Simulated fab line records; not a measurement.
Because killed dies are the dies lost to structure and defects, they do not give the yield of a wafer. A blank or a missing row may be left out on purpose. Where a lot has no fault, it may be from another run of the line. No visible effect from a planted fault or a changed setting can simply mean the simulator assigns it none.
Which of the tools did it?	flow berkeley-cmos170	Sampling: 15 lots, 45 wafers, 3 of 331 route steps

== WHAT THE GAUGES SHOWED, per wafer ==
UCB170_PLDD_CD_MEAS_06: the cd target is 1200 nm. Usual: 1200.3 nm for cd-nm, sd 1.4.
lot	measured	on	cd-nm (nm)	flag
L708	day 6 09:53	cd-sem-01	1202.5 1202.3 1201.7	
L707	day 6 10:16	cd-sem-02	1200.0 1199.5 1201.1	
L710	day 6 18:05	cd-sem-01	1199.4 1198.4 1198.3	
L712	day 7 07:58	cd-sem-02	1200.2 1199.6 1200.0	
L711	day 7 08:38	cd-sem-02	1199.2 1198.5 1198.6	
L713	day 7 17:04	cd-sem-02	1198.2 1198.5 1198.3	
L715	day 8 09:11	cd-sem-02	1199.3 1199.5 1198.1	
L716	day 8 14:34	cd-sem-02	1196.8 1198.2 1197.9	
L719	day 9 01:38	cd-sem-01	1200.0 1199.3 1201.2	
L718	day 9 01:55	cd-sem-01	1201.6 1200.6 1202.8	
L720	day 9 08:10	cd-sem-02	1201.8 1201.9 1202.1	
L722	day 9 17:02	cd-sem-02	1199.7 1199.5 1199.8	
L726	day 10 20:17	cd-sem-01	1200.0 1200.4 1200.0	
L727	day 10 20:43	cd-sem-01	1201.9 1201.9 1201.1	
L728	day 11 05:47	cd-sem-01	1201.8 1203.9 1203.4	

UCB170_NSD_TW_MEAS_10. Usual: NSD_TW typically reads 4183, with standard deviation 31.
lot	measured	on	NSD_TW	flag
L708	day 6 21:10	film-metro-01	4199 4228 4192	
L707	day 6 21:32	film-metro-03	4206 4185 4181	
L710	day 7 06:41	film-metro-01	4202 4190 4179	
L712	day 7 20:16	film-metro-01	4213 4218 4221	
L711	day 7 19:47	film-metro-01	4210 4226 4216	
L713	day 8 03:33	film-metro-01	4214 4207 4231	
L715	day 8 21:10	film-metro-02	4154 4183 4169	
L716	day 9 03:50	film-metro-03	4165 4161 4146	
L719	day 9 13:01	film-metro-03	4148 4189 4173	
L718	day 9 13:19	film-metro-03	4179 4170 4167	
L720	day 9 19:23	film-metro-01	4190 4221 4218	
L722	day 10 05:08	film-metro-02	4148 4161 4142	
L726	day 11 07:02	film-metro-01	4206 4219 4200	
L727	day 11 07:29	film-metro-02	4157 4180 4138	
L728	day 11 17:19	film-metro-02	4128 4150 4169	

== EACH LOT AND THE TOOL THAT RAN IT (in order: tool; ch and the chambers of the sampled wafers; start) ==
lot	UCB170_GATE_COAT_06
L708	litho-track-02 ch 0, day 6 07:27
L707	litho-track-04 ch 0, day 6 07:31
L710	litho-track-02 ch 0, day 6 15:32
L712	litho-track-04 ch 0, day 7 04:42
L711	litho-track-03 ch 0, day 7 04:45
L713	litho-track-04 ch 0, day 7 14:10
L715	litho-track-03 ch 0, day 8 06:25
L716	litho-track-03 ch 0, day 8 11:59
L719	litho-track-03 ch 0, day 8 22:31
L718	litho-track-03 ch 0, day 8 22:58
L720	litho-track-04 ch 0, day 9 05:43
L722	litho-track-03 ch 0, day 9 14:21
L726	litho-track-04 ch 0, day 10 14:50
L727	litho-track-04 ch 0, day 10 17:04
L728	litho-track-04 ch 0, day 11 02:33
- UCB170_GATE_COAT_06

== WHAT THE TOOLS THEMSELVES READ (means of the sampled wafers that have a number; where no wafer has one, the mark that the record gives instead) ==
UCB170_GATE_COAT_06. Usual: 3000.5 rpm for spin-speed-rpm, sd 1.9.
lot	tool	spin-speed-rpm (rpm)	flag
L708	litho-track-02	3000.1	
L707	litho-track-04	3000.1	
L710	litho-track-02	3000.3	
L712	litho-track-04	3002.0	
L711	litho-track-03	2999.8	
L713	litho-track-04	3001.4	
L715	litho-track-03	2999.0	
L716	litho-track-03	3001.2	
L719	litho-track-03	2812.9	OFF
L718	litho-track-03	2815.7	OFF
L720	litho-track-04	3000.5	
L722	litho-track-03	2813.9	OFF
L726	litho-track-04	2999.0	
L727	litho-track-04	3001.1	
L728	litho-track-04	3001.3	

== THE ANSWER, worked out from the rows above alone ==
Rule: take the mean of a lot's wafers that have a number; if it is more than 3 standard deviations from the usual mean, the lot is off. Also off: a lot with no number at a reading for which 4 or more lots have one. Where the step has rows for the other lots, those lots are counted as sound. First the gauges in route order, then the tools' own readings, where a lot's mean is used as printed above. At the first step where some lot is off, the reading lying furthest off is the one used; lots without a number count as furthest.
Off, at UCB170_GATE_COAT_06 on spin-speed-rpm: L719, L718, L722.
A tool fits if, at that step or a process step before it, it ran every lot that is off, and no sound lot after the first of them. One candidate fits, namely litho-track-03 at UCB170_GATE_COAT_06. Its last sound lot is L716 (day 8 11:59), its first lot that is off L719 (day 8 22:31): a fault that began between those two fits.
On the lots that are off, the tool's own readings at UCB170_GATE_COAT_06 differ by more than 5 times the standard deviation of the sound lots' means, which bears it out; spin-speed-rpm reads 2814.2 rpm there versus 3000.5 rpm on the sound lots.

== WHAT HAD BEEN PUT IN BY THE SIMULATOR ==
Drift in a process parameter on litho-track-03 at UCB170_GATE_COAT_06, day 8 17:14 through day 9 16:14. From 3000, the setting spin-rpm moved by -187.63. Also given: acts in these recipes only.
Lots struck among those shown: L719, L718, L722. Same finding as the rule above.
